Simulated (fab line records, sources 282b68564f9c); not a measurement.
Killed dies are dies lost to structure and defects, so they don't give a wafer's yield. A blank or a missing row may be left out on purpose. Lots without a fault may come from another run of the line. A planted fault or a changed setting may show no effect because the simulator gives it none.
Tool commonality check | flow rit_cmos | 14 lots, 42 wafers sampled

WHY IT WAS OPENED
At RIT_NSD_TW_MEAS_10 the reading NSD_TW is flagged on 2 of 14 lots. Wafers without a fault read 3136, standard deviation 15.
Rule: a lot is flagged when every wafer of it that has a number lies more than 4 standard deviations from that mean, or none has a number. The other lots count as sound.

lot  | measured    | on            | NSD_TW, wafer by wafer | flag
L260 | day 3 17:46 | film_metro-03 | 3145 3129 3128         |
L261 | day 4 00:49 | film_metro-02 | 3138 3141 3149         |
L262 | day 4 18:36 | film_metro-02 | 3142 3139 3142         |
L263 | day 4 18:44 | film_metro-03 | 3138 3129 3120         |
L264 | day 5 01:29 | film_metro-03 | 3139 3160 3160         |
L267 | day 5 15:07 | film_metro-02 | 3110 3125 3117         |
L268 | day 5 15:13 | film_metro-02 | 3131 3110 3104         |
L270 | day 6 06:01 | film_metro-01 | 3147 3152 3131         |
L271 | day 6 07:01 | film_metro-03 | 3162 3129 3128         |
L274 | day 6 15:31 | film_metro-02 | 3142 3136 3131         |
L272 | day 6 15:44 | film_metro-03 | 3256 3239 3244         | FLAGGED
L273 | day 6 17:57 | film_metro-03 | 3143 3145 3136         |
L278 | day 7 05:20 | film_metro-01 | 3241 3235 3253         | FLAGGED
L281 | day 7 15:16 | film_metro-01 | 3157 3137 3140         |
The numbers of the flagged lots are 3245 on average: +109 against the usual, or +7 standard deviations.

WHICH TOOL RAN EACH LOT
The record holds 3 process steps before the reading, out of a route of 202 steps. In each cell: the tool, then ch and the chambers that the sampled wafers went through, then the start.
lot  | flag    | RIT_NWELL_STRIP_09                  | RIT_PRETRO_STRIP_09                 | RIT_NSD_IMPLANT_08
L260 |         | plasma_asher-03 ch 0,1, day 2 03:23 | plasma_asher-02 ch 0,1, day 2 15:22 | implanter-04 ch 0, day 3 17:27
L261 |         | plasma_asher-01 ch 0,1, day 2 07:11 | plasma_asher-02 ch 0,1, day 2 21:57 | implanter-03 ch 0, day 4 00:31
L262 |         | plasma_asher-04 ch 0,1, day 2 16:08 | plasma_asher-02 ch 0,1, day 3 11:13 | implanter-04 ch 0, day 4 18:19
L263 |         | plasma_asher-01 ch 0,1, day 3 01:29 | plasma_asher-04 ch 0,1, day 3 15:44 | implanter-03 ch 0, day 4 18:26
L264 |         | plasma_asher-03 ch 0,1, day 3 09:44 | plasma_asher-04 ch 0,1, day 3 20:54 | implanter-04 ch 0, day 5 01:10
L267 |         | plasma_asher-01 ch 0,1, day 3 21:28 | plasma_asher-02 ch 0,1, day 4 12:26 | implanter-04 ch 0, day 5 14:48
L268 |         | plasma_asher-01 ch 0,1, day 3 21:13 | plasma_asher-04 ch 0,1, day 4 12:20 | implanter-01 ch 0, day 5 14:53
L270 |         | plasma_asher-04 ch 0,1, day 4 17:34 | plasma_asher-04 ch 0,1, day 5 11:17 | implanter-04 ch 0, day 6 05:41
L271 |         | plasma_asher-01 ch 0,1, day 4 17:27 | plasma_asher-03 ch 0,1, day 5 11:04 | implanter-01 ch 0, day 6 06:41
L274 |         | plasma_asher-03 ch 0,1, day 5 01:35 | plasma_asher-04 ch 0,1, day 5 14:20 | implanter-03 ch 0, day 6 15:14
L272 | FLAGGED | plasma_asher-04 ch 0,1, day 5 01:00 | plasma_asher-03 ch 0,1, day 5 14:01 | implanter-01 ch 0, day 6 15:25
L273 |         | plasma_asher-01 ch 0,1, day 5 01:17 | plasma_asher-04 ch 0,1, day 5 14:33 | implanter-03 ch 0, day 6 17:37
L278 | FLAGGED | plasma_asher-03 ch 0,1, day 5 18:08 | plasma_asher-02 ch 0,1, day 6 13:17 | implanter-01 ch 0, day 7 05:02
L281 |         | plasma_asher-01 ch 0,1, day 6 07:41 | plasma_asher-03 ch 1, day 6 19:07   | implanter-04 ch 0, day 7 14:56
What these steps do:
- RIT_NWELL_STRIP_09: strips in O2, time 180 s.
- RIT_PRETRO_STRIP_09: strips in O2, time 180 s.
- RIT_NSD_IMPLANT_08
- RIT_NSD_TW_MEAS_10

FLAGGED OVER TOTAL, TOOL BY TOOL (the gauges that took the reading come last)
step                | tool            | lots run | flagged | share of the flagged lots | sound lots run after its first flagged lot
RIT_NWELL_STRIP_09  | plasma_asher-01 | 7        | 0       | none                      | -
RIT_NWELL_STRIP_09  | plasma_asher-03 | 4        | 1       | some                      | 0
RIT_NWELL_STRIP_09  | plasma_asher-04 | 3        | 1       | some                      | 0
RIT_PRETRO_STRIP_09 | plasma_asher-02 | 5        | 1       | some                      | 0
RIT_PRETRO_STRIP_09 | plasma_asher-03 | 3        | 1       | some                      | 1 (L281)
RIT_PRETRO_STRIP_09 | plasma_asher-04 | 6        | 0       | none                      | -
RIT_NSD_IMPLANT_08  | implanter-01    | 4        | 2       | all                       | 0
RIT_NSD_IMPLANT_08  | implanter-03    | 4        | 0       | none                      | -
RIT_NSD_IMPLANT_08  | implanter-04    | 6        | 0       | none                      | -
RIT_NSD_TW_MEAS_10  | film_metro-01   | 3        | 1       | some                      | 1 (L281)
RIT_NSD_TW_MEAS_10  | film_metro-02   | 5        | 0       | none                      | -
RIT_NSD_TW_MEAS_10  | film_metro-03   | 6        | 1       | some                      | 1 (L273)

WHAT THE TABLE ALLOWS
1 row of the table ran every flagged lot: implanter-01 at RIT_NSD_IMPLANT_08.
- implanter-01 at RIT_NSD_IMPLANT_08: 2 of its 4 lots flagged. Its last sound lot is L271 (day 6 06:41), its first flagged lot L272 (day 6 15:25): a fault that began between those two fits. Its own readings lie more than 4 standard deviations out on every wafer of the flagged lots: dose_ions_cm2, faraday_current_uA.
One tool is left: implanter-01 at RIT_NSD_IMPLANT_08.

WHAT THE SIMULATOR HAD PUT IN
Process parameter drift: implanter-01, from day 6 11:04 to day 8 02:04, at RIT_NSD_IMPLANT_08. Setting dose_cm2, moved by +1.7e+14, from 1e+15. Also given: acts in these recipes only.
Lots struck among those shown: L272, L278. The rule above found the same.
